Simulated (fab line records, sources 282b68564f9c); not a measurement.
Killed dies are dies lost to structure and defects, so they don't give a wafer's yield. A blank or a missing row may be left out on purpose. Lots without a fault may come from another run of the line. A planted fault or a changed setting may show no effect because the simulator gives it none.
fab line records | flow rit_cmos | part 2 of 2: steps 35 to 35 of 35
record lots=5 wafers=23
route steps=202 shown ACTIVE@4 FOX2@23 NWELL@29 PWELL@46 WELLDRIVE@50 NRETRO@61 PRETRO@66 GATE@76 M1@202
start_h: hours from the record's first day to the start of the lot's first wafer shown | wait_h: hours since the lot's step before | " the same as in the row above | L1.1+2: a row that stands for several wafers | - no value, or no start given | * or withheld: withheld | < > ~ a bound
route shown NAME@n: a module of which the file shows steps, and the number in the route of the first | usual: mean/standard deviation of fault-free wafers | same: alike in all rows | chamber/n: place in a boat | sites: the reading at each site | _std_site: their standard deviation | _edge_site: outer sites' mean less inner sites' | radius_mm: how far each site lies from the wafer's centre | mask NAME#n: copy n | behind: the tool/chamber that last shaped the wafer | hold: why the lot was held/for how many hours/how that ended | device: the transistor (n, p or np) that didn't switch | end of line: the same wafers' tests at the end of the route | a step without rows: its recipe alone | killed: dies lost to structure and defects at the first sort, not the wafer's yield | map: a wafer's dies, x killed, . not, _ none there
set.NAME: the setting as run; set.NAME@STEP: as run at that earlier step | model.NAME: the simulator's own value behind a step, which no gauge read
lots whose settings were changed on purpose; a table a step, a row a wafer
## steps
# step RIT_M1_PROBE_99
# usual killed_at_contacts=0.1/0.36 killed_at_front_end=7/3.1 killed_dies=7/3.3 killed_open=3.8/2.5 killed_short=3.4/2.1
# same gross_dies=264 killed_at_M0_to_M3=0 killed_at_M4_up=0 killed_at_back_side=0 killed_at_other=0
# columns lot.wafer tool chamber start_h wait_h set.ox_time_s@FOX2_OXIDATION_00 killed_at_contacts killed_at_front_end killed_dies killed_open killed_short model.etest.nmos_0p3.r_on_ohm_um model.etest.pmos_0p3.r_on_ohm_um
L074.1 prober-02 - 62.77 0.1 1181 0 3 3 2 1 - -
L074.2 prober-02 - 62.82 0.1 1181 0 6 6 2 4 - -
L074.3 prober-02 - 62.87 0.2 1181 0 11 11 4 5 - -
L074.5 prober-02 - 62.97 0.2 1181 0 15 15 7 2 - -
L074.6 prober-02 - 63.02 0.2 1181 0 3 3 3 0 - -
L075.1 prober-01 - 69.66 0.1 1218 0 2 2 2 0 2415 7397
L075.2 prober-01 - 69.71 0.1 1218 0 7 7 6 1 2498 7544
L075.3 prober-01 - 69.76 0.2 1218 1 15 16 12 4 2469 7283
L075.5 prober-01 - 69.86 0.2 1218 0 8 8 5 3 2429 7262
L075.6 prober-01 - 69.91 0.2 1218 0 4 4 2 2 2558 7675
L077.1 prober-01 - 76.23 0.1 1027 0 8 8 4 4 2007 5778
L077.2 prober-01 - 76.28 0.1 1027 1 13 14 7 7 2035 5811
L077.3 prober-01 - 76.33 0.2 1027 0 249 249 1 1 1892 5407
L077.4 prober-01 - 76.38 0.2 1027 0 242 242 3 5 1898 5371
L077.5 prober-01 - 76.43 0.2 1027 0 254 254 5 2 1906 5430
L083.1 prober-01 - 110.02 0.1 1130 0 8 8 2 6 2176 6328
L083.4 prober-01 - 110.17 0.2 1130 0 6 6 2 4 2263 6420
L083.5 prober-01 - 110.22 0.2 1130 0 9 9 7 2 2176 6322
L085.1 prober-01 - 119.65 0.1 1005 0 6 6 4 2 1939 5503
L085.2 prober-01 - 119.70 0.1 1005 0 4 4 2 2 1979 5596
L085.4 prober-01 - 119.80 0.2 1005 0 9 9 2 7 1934 5478
L085.5 prober-01 - 119.85 0.2 1005 0 7 7 5 1 1964 5479
L085.6 prober-01 - 119.90 0.2 1005 0 11 11 7 4 1888 5394
# killed by level:class
L074.1 SPACER:geometric_particle:open=2 FOX1:geometric_particle:short=1
L074.2 FOX2:geometric_particle:short=1 FOX2:geometric_particle:open=1 GATE:geometric_particle:open=1 GATE:geometric_particle:short=1 REOX:geometric_particle:short=1 SPACER:geometric_particle:short=1
L074.3 GATE:geometric_particle:open=4 GATE:geometric_particle:short=3 GATE:area_expose=2 FOX1:geometric_particle:short=1 REOX:geometric_particle:short=1
L074.5 GATE:area_expose=6 SILICIDE:geometric_particle:open=3 GATE:geometric_particle:open=2 SILICIDE:geometric_particle:short=2 FOX1:geometric_particle:open=1 FOX2:geometric_particle:open=1
L074.6 FOX1:geometric_particle:open=3
L075.1 FOX2:geometric_particle:open=1 GATE:geometric_particle:open=1
L075.2 GATE:geometric_particle:open=4 FOX2:geometric_particle:open=1 GATE:geometric_particle:short=1 SPACER:geometric_particle:open=1
L075.3 GATE:geometric_particle:open=5 GATE:geometric_particle:short=4 SPACER:geometric_particle:open=3 REOX:geometric_particle:open=2 SILICIDE:geometric_particle:open=1 CONTACT:geometric_particle:open=1
L075.5 GATE:geometric_particle:short=2 GATE:geometric_particle:open=2 REOX:geometric_particle:open=2 FOX2:geometric_particle:short=1 SPACER:geometric_particle:open=1
L075.6 GATE:geometric_particle:open=2 FOX2:geometric_particle:short=1 GATE:geometric_particle:short=1
L077.1 GATE:geometric_particle:open=2 GATE:geometric_particle:short=2 REOX:geometric_particle:open=2 FOX1:geometric_particle:short=1 SILICIDE:geometric_particle:short=1
L077.2 GATE:geometric_particle:short=4 GATE:geometric_particle:open=3 SPACER:geometric_particle:short=2 FOX1:geometric_particle:short=1 FOX2:geometric_particle:open=1 REOX:geometric_particle:open=1 SPACER:geometric_particle:open=1 CONTACT:geometric_particle:open=1
L077.3 GATE:area_expose=247 FOX2:geometric_particle:open=1 GATE:geometric_particle:short=1
L077.4 GATE:area_expose=234 FOX2:geometric_particle:short=2 GATE:geometric_particle:short=2 FOX1:geometric_particle:open=1 FOX2:geometric_particle:open=1 GATE:geometric_particle:open=1 SPACER:geometric_particle:short=1
L077.5 GATE:area_expose=247 REOX:geometric_particle:open=2 GATE:geometric_particle:open=2 FOX2:geometric_particle:short=1 GATE:geometric_particle:short=1 SPACER:geometric_particle:open=1
L083.1 GATE:geometric_particle:short=4 GATE:geometric_particle:open=2 FOX1:geometric_particle:short=1 SPACER:geometric_particle:short=1
L083.4 GATE:geometric_particle:short=2 SPACER:geometric_particle:short=2 SPACER:geometric_particle:open=2
L083.5 GATE:geometric_particle:open=4 SPACER:geometric_particle:short=2 REOX:geometric_particle:open=1 SPACER:geometric_particle:open=1 SILICIDE:geometric_particle:open=1
L085.1 GATE:geometric_particle:open=3 SILICIDE:geometric_particle:short=2 SILICIDE:geometric_particle:open=1
L085.2 GATE:geometric_particle:open=2 SPACER:geometric_particle:short=1 SILICIDE:geometric_particle:short=1
L085.4 FOX1:geometric_particle:short=3 GATE:geometric_particle:short=2 SPACER:geometric_particle:short=1 SPACER:geometric_particle:open=1 SILICIDE:geometric_particle:open=1 SILICIDE:geometric_particle:short=1
L085.5 GATE:geometric_particle:open=2 SPACER:geometric_particle:open=2 GATE:geometric_particle:short=1 SILICIDE:geometric_particle:open=1 GATE:area_expose=1
L085.6 SPACER:geometric_particle:open=4 FOX1:geometric_particle:open=2 SILICIDE:geometric_particle:short=2 GATE:geometric_particle:short=1 GATE:geometric_particle:open=1 SPACER:geometric_particle:short=1
## key
split step=RIT_ACTIVE_CVD_03 setting=pressure_mtorr stated=300 by=lot
response step=RIT_ACTIVE_CVD_03 reading=model.Si3N4_of_ACTIVE_CVD_03.thk_nm change=+0.392 per=1% r=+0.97
response step=RIT_ACTIVE_THK_MEAS_04 reading=ACTIVE_NITRIDE_THK change=+0.393 per=1% r=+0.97
response step=RIT_ACTIVE_ETCH_13 reading=model.ACTIVE.feature_depth_nm change=+0.403 per=1% r=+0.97
response step=RIT_ACTIVE_ETCH_13 reading=model.etch.depth_nm change=+0.392 per=1% r=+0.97
response step=RIT_FOX2_OXIDATION_00 reading=model.Si3N4_of_ACTIVE_CVD_03.thk_nm change=+0.419 per=1% r=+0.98
split step=RIT_ACTIVE_COAT_06 setting=resist_thk_nm stated=1000 by=wafer
response step=RIT_ACTIVE_COAT_06 reading=model.NOVOLAK_of_ACTIVE_COAT_06.thk_nm change=+10.2 per=1% r=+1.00
response step=RIT_ACTIVE_HARDBAKE_12 reading=model.NOVOLAK_of_ACTIVE_COAT_06.thk_nm change=+8.89 per=1% r=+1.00
response step=RIT_ACTIVE_ETCH_13 reading=model.NOVOLAK_of_ACTIVE_COAT_06.thk_nm change=+8.36 per=1% r=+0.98
split step=RIT_FOX2_OXIDATION_00 setting=ox_time_s stated=1130 by=lot
response step=RIT_FOX2_OXIDATION_00 reading=model.SiO2_of_FOX2_OXIDATION_00.thk_nm change=+1.71 per=1% r=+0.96
response step=RIT_FOX2_THK_MEAS_01 reading=FOX2_OXIDE_THK change=+1.71 per=1% r=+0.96
response step=RIT_FOX2_THK_MEAS_90 reading=FIELD_OXIDE_LEFT_1_THK change=+1.71 per=1% r=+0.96
response step=RIT_FOX2_THK_MEAS_91 reading=FIELD_OXIDE_LEFT_2_THK change=+1.72 per=1% r=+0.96
response step=RIT_M1_PROBE_99 reading=model.etest.pmos_0p3.r_on_ohm_um change=+104 per=1% r=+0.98
response step=RIT_M1_PROBE_99 reading=model.etest.nmos_0p3.r_on_ohm_um change=+29.1 per=1% r=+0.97
split step=RIT_NWELL_COAT_01 setting=resist_thk_nm stated=1300 by=wafer
response step=RIT_NWELL_COAT_01 reading=model.NOVOLAK_of_NWELL_COAT_01.thk_nm change=+12.3 per=1% r=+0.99
response step=RIT_NWELL_HARDBAKE_07 reading=model.NOVOLAK_of_NWELL_COAT_01.thk_nm change=+10.6 per=1% r=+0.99
split step=RIT_NWELL_IMPLANT_08 setting=dose_cm2 stated=5e+13 by=wafer
response step=RIT_WELLDRIVE_RS_MEAS_01 reading=NWELL_RS change=-1.63 per=1% r=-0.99
split step=RIT_PWELL_HARDBAKE_07 setting=temp_c stated=140 by=wafer
response none clear
split step=RIT_NRETRO_IMPLANT_08 setting=energy_kev stated=70 by=wafer
response step=RIT_NRETRO_IMPLANT_08 reading=model.implant.rp_nm change=+0.88 per=1% r=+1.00
response step=RIT_NRETRO_IMPLANT_08 reading=model.implant.drp_nm change=+0.286 per=1% r=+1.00
split step=RIT_PRETRO_SOFTBAKE_02 setting=temp_c stated=90 by=wafer
response step=RIT_PRETRO_DEVELOP_05 reading=model.NOVOLAK_of_PRETRO_COAT_01.thk_nm change=-3.24 per=1% r=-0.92
split step=RIT_GATE_CLEAN_01 setting=time_s stated=600 by=lot
response none clear
